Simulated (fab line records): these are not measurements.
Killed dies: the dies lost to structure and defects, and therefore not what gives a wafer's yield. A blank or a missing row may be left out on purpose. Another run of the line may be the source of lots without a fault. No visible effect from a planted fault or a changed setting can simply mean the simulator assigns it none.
A lot that was struck, set against a sound lot / flow rit_cmos / 44 steps out of a route of 202
Sound: the wafers L394.1, L394.3, L394.5. The struck wafers were L401.1, L401.2, L401.5. At the end, the cause is stated.
For every step that has rows: the tool of each side, followed by ch and its chambers, followed by its first start. Under that, the readings that differ: sound wafers / struck wafers / difference of the means / sigmas: that difference in standard deviations of wafers without a fault.
alike: words and numbers the same on both sides, and readings whose means are apart by under 2 such deviations; not compared: readings that were withheld, readings missing a value for some wafer, numbers with overlapping values and no deviation given by the record, and bounds like >300 which may hide the same value.
A row with sigmas, a row that says differs or no value, or rows on one side alone: a step with any of these is where the two part. Numbers that have no deviation but don't overlap get no sigmas and don't part them. A reading missing from all wafers of one side parts the sides only when that side holds two or more wafers.

first, 2 steps without rows for these wafers: RIT_NLDD_HARDBAKE_07 (time 60 s); RIT_NLDD_IMPLANT_08.
RIT_NLDD_STRIP_09: strips in O2, time 180 s.
  sound on plasma_asher-01 ch 0,1, day 3 02:00; struck on plasma_asher-03 ch 0,1, day 4 11:10
  alike: drypump_motor_current_A
  not compared: rf_hours_counter_h
RIT_NLDD_TW_MEAS_10:
  sound on film_metro-02 at day 3 02:11; struck on film_metro-01 at day 4 11:21
  alike: NLDD_TW
then, 6 steps without rows for these wafers: RIT_PLDD_HMDS_00 (prime time 60 s); RIT_PLDD_COAT_01 (resist thk 1000 nm); RIT_PLDD_SOFTBAKE_02 (time 60 s); RIT_PLDD_EXPOSE_03 (exposes mask M8, target cd 40900 nm); RIT_PLDD_PEB_04; RIT_PLDD_DEVELOP_05 (develop time 50 s).
RIT_PLDD_OVL_MEAS_06:
  sound on overlay-02 at day 3 03:05; struck on overlay-02 at day 4 12:23
  alike: PLDD_OVL
then, 1 step without rows for these wafers: RIT_PLDD_HARDBAKE_07 (time 60 s).
RIT_PLDD_IMPLANT_08:
  sound on implanter-02 ch 0, day 3 03:16; struck on implanter-02 ch 0, day 4 12:34
  alike: end_station_pressure_torr
RIT_PLDD_STRIP_09: strips in O2, time 180 s.
  sound on plasma_asher-01 ch 0,1, day 3 03:25; struck on plasma_asher-01 ch 0,1, day 4 12:43
  alike: drypump_motor_current_A
  not compared: rf_hours_counter_h
RIT_PLDD_TW_MEAS_10:
  sound on film_metro-04 at day 3 03:36; struck on film_metro-04 at day 4 12:53
reading=PLDD_TW; sound=2370 2393 2388; struck=2250 2260 2246; difference=-132; sigmas=-5
then, 4 steps without rows for these wafers: RIT_SPACER_CLEAN_00 (cleans in SC1, time 600 s); RIT_SPACER_CLEAN_01 (cleans in dHF, time 28.75 s); RIT_SPACER_CLEAN_02 (cleans in SC2, time 600 s); RIT_SPACER_CVD_03 (deposits Si3N4 from SiH2Cl2/NH3, target thk 250 nm, time 3300 s).
RIT_SPACER_THK_MEAS_04:
  sound on film_metro-02 at day 3 05:58; struck on film_metro-03 at day 4 15:14
  alike: SPACER_NITRIDE_THK
RIT_SPACER_ETCHBACK_05: etches Si3N4 in SF6/CHF3, stops on SiO2, target depth 250 nm, time 240 s.
  sound on rie_diel-02 ch 0,1, day 3 06:01; struck on rie_diel-04 ch 0,2,3, day 4 15:18
  alike: CHF3_flow_sccm, drypump_motor_current_A, oes_product_au, throttle_valve_pct
  not compared: rf_hours_counter_h
then, 6 steps without rows for these wafers: RIT_NSD_HMDS_00 (prime time 60 s); RIT_NSD_COAT_01 (resist thk 1000 nm); RIT_NSD_SOFTBAKE_02 (time 60 s); RIT_NSD_EXPOSE_03 (exposes mask M9, target cd 40700 nm); RIT_NSD_PEB_04; RIT_NSD_DEVELOP_05 (develop time 50 s).
RIT_NSD_OVL_MEAS_06:
  sound on overlay-02 at day 3 07:11; struck on overlay-02 at day 4 16:28
  alike: NSD_OVL
then, 2 steps without rows for these wafers: RIT_NSD_HARDBAKE_07 (time 60 s); RIT_NSD_IMPLANT_08.
RIT_NSD_STRIP_09: strips in O2, time 180 s.
  sound on plasma_asher-03 ch 0,1, day 3 07:31; struck on plasma_asher-03 ch 0,1, day 4 16:48
  alike: drypump_motor_current_A
  not compared: rf_hours_counter_h
RIT_NSD_TW_MEAS_10:
  sound on film_metro-04 at day 3 07:41; struck on film_metro-04 at day 4 16:59
  alike: NSD_TW
then, 6 steps without rows for these wafers: RIT_PSD_HMDS_00 (prime time 60 s); RIT_PSD_COAT_01 (resist thk 994.2 nm); RIT_PSD_SOFTBAKE_02 (time 60 s); RIT_PSD_EXPOSE_03 (exposes mask M10, target cd 40900 nm); RIT_PSD_PEB_04; RIT_PSD_DEVELOP_05 (develop time 50 s).
RIT_PSD_OVL_MEAS_06:
  sound on overlay-02 at day 3 08:53; struck on overlay-02 at day 4 18:01
  alike: PSD_OVL
then, 2 steps without rows for these wafers: RIT_PSD_HARDBAKE_07 (time 60 s); RIT_PSD_IMPLANT_08.
RIT_PSD_STRIP_09: strips in O2, time 180 s.
  sound on plasma_asher-03 ch 0,1, day 3 09:13; struck on plasma_asher-03 ch 0,1, day 4 18:21
  alike: drypump_motor_current_A
  not compared: rf_hours_counter_h
RIT_SDANNEAL_RS_MEAS_06: uses a four-point probe to measure.
  sound on film_metro-01 at day 3 10:07; struck on film_metro-02 at day 4 19:15
reading=PLDD_RS (ohm/sq); sound=179.0 178.4 178.3; struck=200.8 200.8 200.6; difference=+22.2; sigmas=+50
RIT_M1_PROBE_99:
  sound on prober-01 at day 3 17:31; struck on prober-02 at day 5 02:40
reading=model.etest.pmos_turned.r_on_ohm_um; sound=3365 3494 3375; struck=3834 3840 3906; difference=+449; sigmas=
reading=model.etest.pldd.rs_ohm_sq_range; sound=6.967 13.19 6.905; struck=159 162.1 157.2; difference=+150; sigmas=
reading=model.etest.pldd.rs_ohm_sq; sound=486.1 493.9 471.8; struck=655.7 631.4 660.2; difference=+165.2; sigmas=
reading=model.etest.pldd.rs_ohm_sq_rim_less_centre; sound=-1.415 3.215 -0.806; struck=-79.01 -72.15 -79.5; difference=-77.22; sigmas=
reading=model.etest.pldd.line_ohm_um; sound=151.4 156.6 146.9; struck=207.6 200.9 209.8; difference=+54.5; sigmas=
reading=model.etest.pmos_0p15.drive_ua_um_range; sound=4.641 4.313 5.424; struck=27.03 23.67 22.84; difference=+19.72; sigmas=
reading=model.etest.pmos_turned.drive_ua_um; sound=190.4 186.9 190.5; struck=159.7 161.8 156.9; difference=-29.8; sigmas=
reading=model.etest.pmos_0p15.drive_ua_um_rim_less_centre; sound=-2.805 -2.821 -2.891; struck=7.449 7.007 9.367; difference=+10.780; sigmas=
  alike: killed_at_front_end, killed_dies, killed_open, killed_short

WHERE THEY PART
Last at RIT_SDANNEAL_RS_MEAS_06 as far as this record goes, first at RIT_PLDD_TW_MEAS_10. Later steps at which nothing parts them and some readings are alike: RIT_M1_PROBE_99.

WHY: what the simulator had put in
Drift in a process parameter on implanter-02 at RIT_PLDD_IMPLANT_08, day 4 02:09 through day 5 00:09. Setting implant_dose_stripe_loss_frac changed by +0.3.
